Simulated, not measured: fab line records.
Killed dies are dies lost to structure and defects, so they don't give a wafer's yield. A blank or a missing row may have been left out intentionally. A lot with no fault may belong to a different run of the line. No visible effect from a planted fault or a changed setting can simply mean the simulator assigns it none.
A lot that was struck, set against a sound lot :: flow rit-cmos :: 43 steps out of a route of 202
Sound: these wafers, L346.2, L346.5, L346.6. Struck: wafers L356.2, L356.6 (left out: L356.5, a lot-mate that was not struck); the cause follows at the end.
Each step with rows lists, per side, the tool, then ch with its chambers, then its first start. Under that, the readings that differ: sound wafers :: struck wafers :: difference of the means :: sigmas: that difference in standard deviations of wafers without a fault.
alike: readings with means less than 2 such deviations apart, plus words and numbers identical on both sides. not compared: withheld readings, readings lacking a value on some wafer, bounds such as >300 that could conceal the same value, and numbers that have no deviation in the record and whose values overlap.
The two part at a step that has a row with sigmas, a row that says differs or no value, or rows on one side only. When numbers do not overlap yet have no deviation, they are printed without sigmas and do not part them. A reading missing from all wafers of one side parts the sides only when that side holds two or more wafers.

first, 2 steps without rows for these wafers: RIT_FOX2_CLEAN_02 (cleans in dHF, time 180 s); RIT_FOX2_WET_ETCH_03 (etches Si3N4 in H3PO4, target depth 195 nm, time 2762 s).
RIT_FOX2_THK_MEAS_90:
  sound: film-metro-02 at day 3 09:34; struck: film-metro-04 at day 5 10:15
  alike: FIELD_OXIDE_LEFT_1_THK
then, 6 steps without rows for these wafers: RIT_NWELL_HMDS_00 (prime time 60 s); RIT_NWELL_COAT_01 (resist thk 1300 nm); RIT_NWELL_SOFTBAKE_02 (time 60 s); RIT_NWELL_EXPOSE_03 (exposes mask M2, target cd 43900 nm); RIT_NWELL_PEB_04; RIT_NWELL_DEVELOP_05 (develop time 68 s).
RIT_NWELL_OVL_MEAS_06:
  sound: overlay-01 at day 3 10:30; struck: overlay-01 at day 5 11:11
  alike: NWELL_OVL
then, 2 steps without rows for these wafers: RIT_NWELL_HARDBAKE_07 (time 120 s); RIT_NWELL_IMPLANT_08.
RIT_NWELL_STRIP_09: strips in O2, time 180 s.
  sound on plasma-asher-04 ch 0,1, day 3 10:56; struck on plasma-asher-03 ch 0, day 5 11:37
  alike: drypump-motor-current-A
  not compared: rf-hours-counter-h
RIT_NWELL_TW_MEAS_10:
  sound: film-metro-04 at day 3 11:07; struck: film-metro-03 at day 5 11:48
  alike: NWELL_TW
then, 6 steps without rows for these wafers: RIT_PWELL_HMDS_00 (prime time 60 s); RIT_PWELL_COAT_01 (resist thk 1300 nm); RIT_PWELL_SOFTBAKE_02 (time 60 s); RIT_PWELL_EXPOSE_03 (exposes mask M3, target cd 43700 nm); RIT_PWELL_PEB_04; RIT_PWELL_DEVELOP_05 (develop time 68 s).
RIT_PWELL_OVL_MEAS_06:
  sound: overlay-02 at day 3 12:10; struck: overlay-02 at day 5 12:52
  alike: PWELL_OVL
then, 2 steps without rows for these wafers: RIT_PWELL_HARDBAKE_07 (time 120 s); RIT_PWELL_IMPLANT_08.
RIT_PWELL_STRIP_09: strips in O2, time 180 s.
  sound on plasma-asher-02 ch 0,1, day 3 12:36; struck on plasma-asher-04 ch 0,1, day 5 13:26
reading: drypump-motor-current-A (A)
sound: 6.0 6.8 6.1
struck: 4.8 5.6
difference: -1.1
sigmas: -2
  not compared: rf-hours-counter-h
RIT_PWELL_TW_MEAS_10:
  sound: film-metro-01 at day 3 12:47; struck: film-metro-03 at day 5 13:37
  alike: PWELL_TW
then, 1 step without rows for these wafers: RIT_WELLDRIVE_ANNEAL_00 (time 14700 s).
RIT_WELLDRIVE_RS_MEAS_01: measures by four-point-probe.
  sound: film-metro-03 at day 3 19:19; struck: film-metro-04 at day 5 18:46
  alike: NWELL_RS
RIT_WELLDRIVE_RS_MEAS_02: measures by four-point-probe.
  sound: film-metro-03 at day 3 19:26; struck: film-metro-04 at day 5 18:53
  alike: PWELL_RS
then, 6 steps without rows for these wafers: RIT_NRETRO_HMDS_00 (prime time 60 s); RIT_NRETRO_COAT_01 (resist thk 1300 nm); RIT_NRETRO_SOFTBAKE_02 (time 60 s); RIT_NRETRO_EXPOSE_03 (exposes mask M4, target cd 43900 nm); RIT_NRETRO_PEB_04; RIT_NRETRO_DEVELOP_05 (develop time 68 s).
RIT_NRETRO_OVL_MEAS_06:
  sound: overlay-01 at day 3 20:26; struck: overlay-01 at day 5 20:00
  alike: NRETRO_OVL
then, 2 steps without rows for these wafers: RIT_NRETRO_HARDBAKE_07 (time 120 s); RIT_NRETRO_IMPLANT_08.
RIT_NRETRO_STRIP_09: strips in O2, time 180 s.
  sound on plasma-asher-01 ch 0,1, day 3 20:52; struck on plasma-asher-03 ch 0,1, day 5 20:26
  alike: drypump-motor-current-A
  not compared: rf-hours-counter-h
RIT_NRETRO_TW_MEAS_10:
  sound: film-metro-01 at day 3 21:02; struck: film-metro-01 at day 5 20:37
  alike: NRETRO_TW
then, 3 steps without rows for these wafers: RIT_PRETRO_HMDS_00 (prime time 60 s); RIT_PRETRO_COAT_01 (resist thk 1300 nm); RIT_PRETRO_SOFTBAKE_02 (time 60 s).
RIT_M1_PROBE_99:
  sound: prober-02 at day 5 01:02; struck: prober-02 at day 7 00:08
reading: hold
sound: - - -
struck: await-dispo/1.7h/release await-dispo/1.7h/release
difference: no value on the sound wafers
sigmas: 

reading: killed-at-front-end
sound: 2 6 4
struck: 48 47
difference: +44
sigmas: +16

reading: killed-dies
sound: 2 6 4
struck: 48 47
difference: +44
sigmas: +16
  alike: killed-open, killed-short

== WHERE THEY PART ==
At RIT_PWELL_STRIP_09 first; at RIT_M1_PROBE_99 last (within this record only).

WHY: what the simulator had put in
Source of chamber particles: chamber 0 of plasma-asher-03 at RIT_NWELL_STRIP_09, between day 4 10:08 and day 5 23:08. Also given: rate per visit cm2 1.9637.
